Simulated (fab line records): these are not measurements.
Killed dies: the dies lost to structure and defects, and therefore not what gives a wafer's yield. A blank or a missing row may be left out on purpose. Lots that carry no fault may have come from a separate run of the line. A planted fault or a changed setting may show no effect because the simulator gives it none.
What tool caused it? / flow berkeleyCmos170 / Sampling: 14 lots, 42 wafers, 6 of 331 route steps

== WHAT THE GAUGES SHOWED, per wafer ==
UCB170_CONTACT_THK_MEAS_02.
lot=L729; measured=day 7 04:31; on=filmMetro-04; CONTACT_PSG_THK (nm)=698 700 700
lot=L728; measured=day 7 06:18; on=filmMetro-02; CONTACT_PSG_THK (nm)=708 699 698
lot=L730; measured=day 7 15:52; on=filmMetro-04; CONTACT_PSG_THK (nm)=687 682 685
lot=L734; measured=day 8 20:34; on=filmMetro-03; CONTACT_PSG_THK (nm)=691 693 690
lot=L737; measured=day 8 23:15; on=filmMetro-02; CONTACT_PSG_THK (nm)=697 698 700
lot=L736; measured=day 8 23:22; on=filmMetro-04; CONTACT_PSG_THK (nm)=713 718 720
lot=L741; measured=day 9 19:55; on=filmMetro-02; CONTACT_PSG_THK (nm)=708 704 705
lot=L742; measured=day 9 19:55; on=filmMetro-03; CONTACT_PSG_THK (nm)=700 697 704
lot=L743; measured=day 10 08:23; on=filmMetro-03; CONTACT_PSG_THK (nm)=698 708 703
lot=L745; measured=day 10 13:22; on=filmMetro-03; CONTACT_PSG_THK (nm)=695 694 700
lot=L750; measured=day 11 07:12; on=filmMetro-04; CONTACT_PSG_THK (nm)=702 703 703
lot=L748; measured=day 11 07:48; on=filmMetro-04; CONTACT_PSG_THK (nm)=701 692 696
lot=L749; measured=day 11 08:59; on=filmMetro-03; CONTACT_PSG_THK (nm)=698 695 700
lot=L747; measured=day 11 08:59; on=filmMetro-02; CONTACT_PSG_THK (nm)=694 697 700

UCB170_M2_CD_MEAS_15 targets a cd of 700 nm.
lot=L729; measured=day 7 18:15; on=cdSem-02; cdNm (nm)=701.8 702.5 702.5
lot=L728; measured=day 7 18:36; on=cdSem-02; cdNm (nm)=699.1 697.6 697.4
lot=L730; measured=day 8 06:44; on=cdSem-02; cdNm (nm)=702.5 701.0 702.0
lot=L734; measured=day 9 15:14; on=cdSem-02; cdNm (nm)=698.0 698.3 698.3
lot=L737; measured=day 9 15:31; on=cdSem-02; cdNm (nm)=700.4 697.8 698.7
lot=L736; measured=day 9 15:32; on=cdSem-01; cdNm (nm)=699.5 698.6 699.6
lot=L741; measured=day 10 14:42; on=cdSem-01; cdNm (nm)=701.0 700.5 700.6
lot=L742; measured=day 10 10:40; on=cdSem-01; cdNm (nm)=700.3 701.2 701.1
lot=L743; measured=day 10 22:29; on=cdSem-02; cdNm (nm)=700.8 700.9 701.2
lot=L745; measured=day 11 03:31; on=cdSem-02; cdNm (nm)=701.3 700.4 700.2
lot=L750; measured=day 11 23:45; on=cdSem-01; cdNm (nm)=698.8 698.3 699.0
lot=L748; measured=day 11 23:22; on=cdSem-01; cdNm (nm)=697.9 698.7 699.2
lot=L749; measured=day 11 23:05; on=cdSem-02; cdNm (nm)=699.2 699.5 698.6
lot=L747; measured=day 11 23:31; on=cdSem-01; cdNm (nm)=698.6 698.6 698.1

UCB170_M3_RS_MEAS_02: the measuring method here is four-point-probe.
lot=L729; measured=day 7 23:54; on=filmMetro-04; M3_AL_RS (ohm/sq)=0.03258 0.03204 0.0325
lot=L728; measured=day 8 00:03; on=filmMetro-02; M3_AL_RS (ohm/sq)=0.03261 0.03248 0.03223
lot=L730; measured=day 8 09:50; on=filmMetro-01; M3_AL_RS (ohm/sq)=0.03305 0.03231 0.03256
lot=L734; measured=day 9 19:40; on=filmMetro-04; M3_AL_RS (ohm/sq)=0.03206 0.06182 0.0324
lot=L737; measured=day 9 20:40; on=filmMetro-04; M3_AL_RS (ohm/sq)=0.03188 0.03218 0.03183
lot=L736; measured=day 9 20:56; on=filmMetro-04; M3_AL_RS (ohm/sq)=0.03208 0.03228 0.06058
lot=L741; measured=day 10 20:12; on=filmMetro-04; M3_AL_RS (ohm/sq)=0.03187 0.03202 0.03244
lot=L742; measured=day 10 15:16; on=filmMetro-01; M3_AL_RS (ohm/sq)=0.03242 0.03234 0.03237
lot=L743; measured=day 11 02:21; on=filmMetro-01; M3_AL_RS (ohm/sq)=0.03233 0.03269 0.03209
lot=L745; measured=day 11 06:55; on=filmMetro-02; M3_AL_RS (ohm/sq)=0.03227 0.03228 0.03213
lot=L750; measured=day 12 04:17; on=filmMetro-04; M3_AL_RS (ohm/sq)=0.03189 0.03178 0.0321
lot=L748; measured=day 12 03:28; on=filmMetro-01; M3_AL_RS (ohm/sq)=0.03227 0.03198 0.03188
lot=L749; measured=day 12 02:34; on=filmMetro-01; M3_AL_RS (ohm/sq)=0.03237 0.03214 0.03217
lot=L747; measured=day 12 03:46; on=filmMetro-01; M3_AL_RS (ohm/sq)=0.03277 0.03243 0.03233

UCB170_M3_THK_MEAS_03: measures by xrf.
lot=L729; measured=day 8 00:01; on=filmMetro-04; M3_AL_THK (nm)=890 900 888
lot=L728; measured=day 8 00:10; on=filmMetro-02; M3_AL_THK (nm)=891 899 903
lot=L730; measured=day 8 09:56; on=filmMetro-01; M3_AL_THK (nm)=864 889 878
lot=L734; measured=day 9 19:47; on=filmMetro-04; M3_AL_THK (nm)=912 476 899
lot=L737; measured=day 9 20:47; on=filmMetro-04; M3_AL_THK (nm)=918 904 913
lot=L736; measured=day 9 21:03; on=filmMetro-04; M3_AL_THK (nm)=907 903 484
lot=L741; measured=day 10 20:19; on=filmMetro-04; M3_AL_THK (nm)=901 902 897
lot=L742; measured=day 10 15:23; on=filmMetro-01; M3_AL_THK (nm)=885 889 888
lot=L743; measured=day 11 02:28; on=filmMetro-01; M3_AL_THK (nm)=889 881 899
lot=L745; measured=day 11 07:02; on=filmMetro-02; M3_AL_THK (nm)=901 897 904
lot=L750; measured=day 12 04:25; on=filmMetro-04; M3_AL_THK (nm)=920 919 912
lot=L748; measured=day 12 03:35; on=filmMetro-01; M3_AL_THK (nm)=885 895 898
lot=L749; measured=day 12 02:41; on=filmMetro-01; M3_AL_THK (nm)=887 890 894
lot=L747; measured=day 12 03:52; on=filmMetro-01; M3_AL_THK (nm)=878 889 893

== TOOL THAT RAN EACH LOT (tool first, then ch and the chambers of the sampled wafers, then the start) ==
lot=L729; UCB170_CONTACT_ETCH_17=rieDiel-03 ch 1,2,3, day 7 06:29; UCB170_M3_SPUTTER_01=pvdSputter-04, day 7 23:49
lot=L728; UCB170_CONTACT_ETCH_17=rieDiel-03 ch 1,2, day 7 08:22; UCB170_M3_SPUTTER_01=pvdSputter-03, day 7 23:58
lot=L730; UCB170_CONTACT_ETCH_17=rieDiel-01 ch 0,3, day 7 18:29; UCB170_M3_SPUTTER_01=pvdSputter-03, day 8 09:44
lot=L734; UCB170_CONTACT_ETCH_17=rieDiel-02 ch 0,2,3, day 8 22:53; UCB170_M3_SPUTTER_01=pvdSputter-04, day 9 19:35
lot=L737; UCB170_CONTACT_ETCH_17=rieDiel-02 ch 0,1,2, day 9 01:26; UCB170_M3_SPUTTER_01=pvdSputter-02, day 9 20:35
lot=L736; UCB170_CONTACT_ETCH_17=rieDiel-02 ch 0,1,2, day 9 01:51; UCB170_M3_SPUTTER_01=pvdSputter-04, day 9 20:50
lot=L741; UCB170_CONTACT_ETCH_17=rieDiel-02 ch 0,2, day 10 00:38; UCB170_M3_SPUTTER_01=pvdSputter-02, day 10 20:07
lot=L742; UCB170_CONTACT_ETCH_17=rieDiel-03 ch 1,3, day 10 01:11; UCB170_M3_SPUTTER_01=pvdSputter-02, day 10 15:10
lot=L743; UCB170_CONTACT_ETCH_17=rieDiel-03 ch 1,2,3, day 10 10:34; UCB170_M3_SPUTTER_01=pvdSputter-03, day 11 02:16
lot=L745; UCB170_CONTACT_ETCH_17=rieDiel-02 ch 0,3, day 10 16:25; UCB170_M3_SPUTTER_01=pvdSputter-03, day 11 06:49
lot=L750; UCB170_CONTACT_ETCH_17=rieDiel-03 ch 0,1,2, day 11 09:18; UCB170_M3_SPUTTER_01=pvdSputter-02, day 12 04:13
lot=L748; UCB170_CONTACT_ETCH_17=rieDiel-02 ch 0,1,3, day 11 10:39; UCB170_M3_SPUTTER_01=pvdSputter-02, day 12 03:23
lot=L749; UCB170_CONTACT_ETCH_17=rieDiel-02 ch 1,2,3, day 11 11:52; UCB170_M3_SPUTTER_01=pvdSputter-02, day 12 02:29
lot=L747; UCB170_CONTACT_ETCH_17=rieDiel-01 ch 0,1,2, day 11 11:52; UCB170_M3_SPUTTER_01=pvdSputter-02, day 12 03:39
- UCB170_CONTACT_ETCH_17: etches BARC in N2/H2.
- UCB170_M3_SPUTTER_01: material Al, target thk 900 nm, time 120 s.

== WHAT THE TOOLS THEMSELVES READ (means of the sampled wafers that have a number; where no wafer has one, the mark that the record gives instead) ==
UCB170_CONTACT_ETCH_17.
lot=L729; tool=rieDiel-03; drypumpMotorCurrentA (A)=6.11; oesProductAu (a.u.)=0.995; throttleValvePct (%)=13.20
lot=L728; tool=rieDiel-03; drypumpMotorCurrentA (A)=6.07; oesProductAu (a.u.)=1.003; throttleValvePct (%)=13.22
lot=L730; tool=rieDiel-01; drypumpMotorCurrentA (A)=5.80; oesProductAu (a.u.)=1.038; throttleValvePct (%)=13.61
lot=L734; tool=rieDiel-02; drypumpMotorCurrentA (A)=5.80; oesProductAu (a.u.)=1.016; throttleValvePct (%)=13.24
lot=L737; tool=rieDiel-02; drypumpMotorCurrentA (A)=5.83; oesProductAu (a.u.)=1.004; throttleValvePct (%)=13.20
lot=L736; tool=rieDiel-02; drypumpMotorCurrentA (A)=5.85; oesProductAu (a.u.)=1.001; throttleValvePct (%)=13.21
lot=L741; tool=rieDiel-02; drypumpMotorCurrentA (A)=5.86; oesProductAu (a.u.)=1.001; throttleValvePct (%)=13.24
lot=L742; tool=rieDiel-03; drypumpMotorCurrentA (A)=6.19; oesProductAu (a.u.)=0.993; throttleValvePct (%)=13.19
lot=L743; tool=rieDiel-03; drypumpMotorCurrentA (A)=6.12; oesProductAu (a.u.)=0.999; throttleValvePct (%)=13.20
lot=L745; tool=rieDiel-02; drypumpMotorCurrentA (A)=5.89; oesProductAu (a.u.)=1.026; throttleValvePct (%)=13.22
lot=L750; tool=rieDiel-03; drypumpMotorCurrentA (A)=5.93; oesProductAu (a.u.)=1.010; throttleValvePct (%)=13.15
lot=L748; tool=rieDiel-02; drypumpMotorCurrentA (A)=5.78; oesProductAu (a.u.)=1.007; throttleValvePct (%)=13.20
lot=L749; tool=rieDiel-02; drypumpMotorCurrentA (A)=5.66; oesProductAu (a.u.)=0.991; throttleValvePct (%)=13.22
lot=L747; tool=rieDiel-01; drypumpMotorCurrentA (A)=5.55; oesProductAu (a.u.)=1.015; throttleValvePct (%)=13.21

UCB170_M3_SPUTTER_01.
lot=L729; tool=pvdSputter-04; throttleValvePct (%)=29.4
lot=L728; tool=pvdSputter-03; throttleValvePct (%)=30.1
lot=L730; tool=pvdSputter-03; throttleValvePct (%)=30.7
lot=L734; tool=pvdSputter-04; throttleValvePct (%)=29.5
lot=L737; tool=pvdSputter-02; throttleValvePct (%)=30.6
lot=L736; tool=pvdSputter-04; throttleValvePct (%)=29.2
lot=L741; tool=pvdSputter-02; throttleValvePct (%)=30.7
lot=L742; tool=pvdSputter-02; throttleValvePct (%)=30.1
lot=L743; tool=pvdSputter-03; throttleValvePct (%)=30.0
lot=L745; tool=pvdSputter-03; throttleValvePct (%)=30.4
lot=L750; tool=pvdSputter-02; throttleValvePct (%)=31.2
lot=L748; tool=pvdSputter-02; throttleValvePct (%)=30.7
lot=L749; tool=pvdSputter-02; throttleValvePct (%)=31.3
lot=L747; tool=pvdSputter-02; throttleValvePct (%)=30.7

== THE ANSWER, worked out from the rows above alone ==
Rule: the lots themselves supply what counts as usual. The widest of any qualifying gaps counts: lots, ordered by their means at a reading, are off when they make up no more than a third of the lots, leave a main group of 4 or more, and stand apart from it by 3 or more times the standard deviation of that group's means. The tables above print the reading to a certain number of digits; a main group whose means all agree to those digits is not used. Also off: a lot with no number at a reading for which 4 or more lots have one. The other lots that the step has rows for count as sound. First the gauges in route order, then the tools' own readings, where a lot's mean is used as printed above. The first step at which some lot is off is used, and at that step the reading that is off furthest; a lot without a number counts as furthest.
Off: L734, L736, at UCB170_M3_RS_MEAS_02 (M3_AL_RS). Main group: mean 0.03227 ohm/sq, sd 0.00021.
If a tool, at a process step before that reading, ran all the lots that are off and no sound lot after the first of them, it fits. Gauges at UCB170_M3_RS_MEAS_02: tried the same way as those tools. One fits: pvdSputter-04 at UCB170_M3_SPUTTER_01. Its last sound lot is L729 (day 7 23:49), its first lot that is off L734 (day 9 19:35): a fault that began between those two fits.

== WHAT THE SIMULATOR HAD INSERTED ==
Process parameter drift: pvdSputter-04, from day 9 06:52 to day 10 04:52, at UCB170_M3_SPUTTER_01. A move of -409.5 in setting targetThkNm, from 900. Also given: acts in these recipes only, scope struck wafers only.
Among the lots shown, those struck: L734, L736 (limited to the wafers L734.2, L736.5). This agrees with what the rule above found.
